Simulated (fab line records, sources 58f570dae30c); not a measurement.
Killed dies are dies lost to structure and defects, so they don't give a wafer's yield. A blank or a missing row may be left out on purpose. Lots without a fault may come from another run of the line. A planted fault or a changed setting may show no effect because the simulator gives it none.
Which tool did it? | flow berkeley_cmos170 | 14 lots, 42 wafers sampled, at 2 steps of a route of 331

WHAT THE GAUGES READ, wafer by wafer
UCB170_ACTIVE_OVL_MEAS_14.
lot  | measured    | on         | ACTIVE_OVL (nm)
L866 | day 4 05:34 | overlay-01 | -2 2 3
L867 | day 4 17:54 | overlay-01 | -8 -7 -3
L868 | day 4 22:37 | overlay-01 | -8 -6 -6
L870 | day 5 03:29 | overlay-02 | -7 -8 -12
L872 | day 5 21:47 | overlay-01 | -9 -12 -7
L874 | day 5 22:14 | overlay-01 | -3 2 -2
L876 | day 6 13:31 | overlay-01 | -4 -7 -7
L879 | day 7 01:01 | overlay-01 | -9 -11 -2
L877 | day 7 01:35 | overlay-01 | -3 -6 0
L880 | day 7 04:32 | overlay-02 | 0 -4 2
L882 | day 8 06:47 | overlay-01 | -7 -9 -4
L884 | day 8 07:01 | overlay-01 | 0 -2 5
L887 | day 8 15:49 | overlay-02 | -1 -4 -4
L886 | day 8 16:05 | overlay-01 | -11 -11 -9

UCB170_PLDD_TW_MEAS_11.
lot  | measured     | on            | PLDD_TW
L866 | day 6 04:55  | film_metro-03 | 1009 1015 1013
L867 | day 6 19:51  | film_metro-03 | 1012 1011 1006
L868 | day 6 23:26  | film_metro-04 | 998 1000 996
L870 | day 6 23:50  | film_metro-01 | 1017 1005 1015
L872 | day 8 01:22  | film_metro-03 | 1005 1002 1001
L874 | day 8 00:47  | film_metro-04 | 998 1003 994
L876 | day 8 21:08  | film_metro-03 | 1008 1003 999
L879 | day 9 11:59  | film_metro-03 | 1008 1005 1005
L877 | day 9 12:12  | film_metro-04 | 999 998 997
L880 | day 9 12:12  | film_metro-03 | 1006 1009 1004
L882 | day 10 16:19 | film_metro-03 | 1014 1017 1018
L884 | day 10 16:03 | film_metro-04 | 1003 998 1004
L887 | day 11 03:45 | film_metro-04 | 1000 995 1002
L886 | day 11 03:21 | film_metro-03 | 1010 1013 1011

WHICH TOOL RAN EACH LOT (tool, then ch and the chambers of the sampled wafers, then the start)
The record holds no process step before these readings.

WHAT THE TOOLS THEMSELVES READ (means of the sampled wafers that have a number; where no wafer has one, the mark that the record gives instead)
The record holds no such reading with a usual standard deviation.

THE ANSWER, worked out from the rows above alone
Rule: what is usual is taken from the lots themselves. Put in order of their means at a reading, lots are off if they are a third of the lots or fewer, leave a main group of 4 or more, and stand apart from it by a gap of 3 or more times the standard deviation of the main group's means; of several such gaps the widest counts. A main group whose means are all the same, to the digits that the tables above print for the reading, isn't used. A lot without any number at a reading at which 4 lots or more have one is off too. The other lots that the step has rows for count as sound. The gauges are gone through in route order, then the tools' own readings, and for those a lot's mean is taken as printed above. The first step at which some lot is off is used, and at that step the reading that is off furthest; a lot without a number counts as furthest.
No lot is off at any reading shown: from this, nothing can be told.

WHAT THE SIMULATOR HAD PUT IN
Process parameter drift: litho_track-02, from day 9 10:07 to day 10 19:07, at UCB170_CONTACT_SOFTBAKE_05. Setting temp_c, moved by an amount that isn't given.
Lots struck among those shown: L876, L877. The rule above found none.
